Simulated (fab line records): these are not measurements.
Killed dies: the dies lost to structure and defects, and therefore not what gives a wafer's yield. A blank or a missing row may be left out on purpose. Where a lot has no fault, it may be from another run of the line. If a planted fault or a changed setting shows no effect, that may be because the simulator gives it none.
2 desks looking at one fault | flow berkeley cmos170 | each desk has only its own numbers; what lay behind them comes last

== DESK OF THE TOOL OWNER: rie metal-02 ==
The tool's own readings at UCB170_M2_METAL_ETCH_18 (etches Al in Cl2/BCl3, stops on SiO2, target depth 1170 nm, time 195 s): means of the sampled wafers that have a number, for each lot that ran on this tool. Any lot whose mean is over 4 standard deviations away from the usual mean is out of limits and marked OUT; that distance is given in the brackets.
Columns: A = bcl3 flow sccm at UCB170_M2_METAL_ETCH_18, usual 44.99 sccm; B = drypump motor current A at UCB170_M2_METAL_ETCH_18, usual 5.6 A; C = oes product au at UCB170_M2_METAL_ETCH_18, usual 0.860 a.u.; D = throttle valve pct at UCB170_M2_METAL_ETCH_18, usual 24.42 %
lot  | first seen here | A     | B   | C     | D
L710 | day 9 14:35     | 45.04 | 5.7 | 0.876 | 24.38
L715 | day 10 09:38    | 45.13 | 5.5 | 0.844 | 24.50
L720 | day 10 18:24    | 45.02 | 5.5 | 0.845 | 24.51
This desk's finding: nothing out of limits on any of the 3 lots.

== METROLOGY DESK ==
Lot by lot, what the gauges showed, no matter which tool ran the lot: averages of those sampled wafers that carry a number. Any lot whose mean is over 4 standard deviations away from the usual mean is out of limits and marked OUT; that distance is given in the brackets.
Columns: A = cd nm at UCB170_M2_CD_MEAS_15, usual 699.6 nm; B = M2_OVL at UCB170_M2_OVL_MEAS_16, usual -7 nm
lot  | first seen here | A     | B
L705 | day 8 13:14     | 699.6 | -5
L710 | day 9 14:22     | 698.5 | 0
L715 | day 10 09:26    | 701.1 | -2
L720 | day 10 18:12    | 696.5 | -8
L722 | day 11 03:01    | 701.8 | -9
L725 | day 11 22:46    | 700.2 | -6
This desk's finding: nothing out of limits on any of the 6 lots.

== ALL TOGETHER ==
The desk of the tool owner found nothing out of limits.
Metrology desk: nothing out of limits seen.

== WHAT THE SIMULATOR PUT IN ==
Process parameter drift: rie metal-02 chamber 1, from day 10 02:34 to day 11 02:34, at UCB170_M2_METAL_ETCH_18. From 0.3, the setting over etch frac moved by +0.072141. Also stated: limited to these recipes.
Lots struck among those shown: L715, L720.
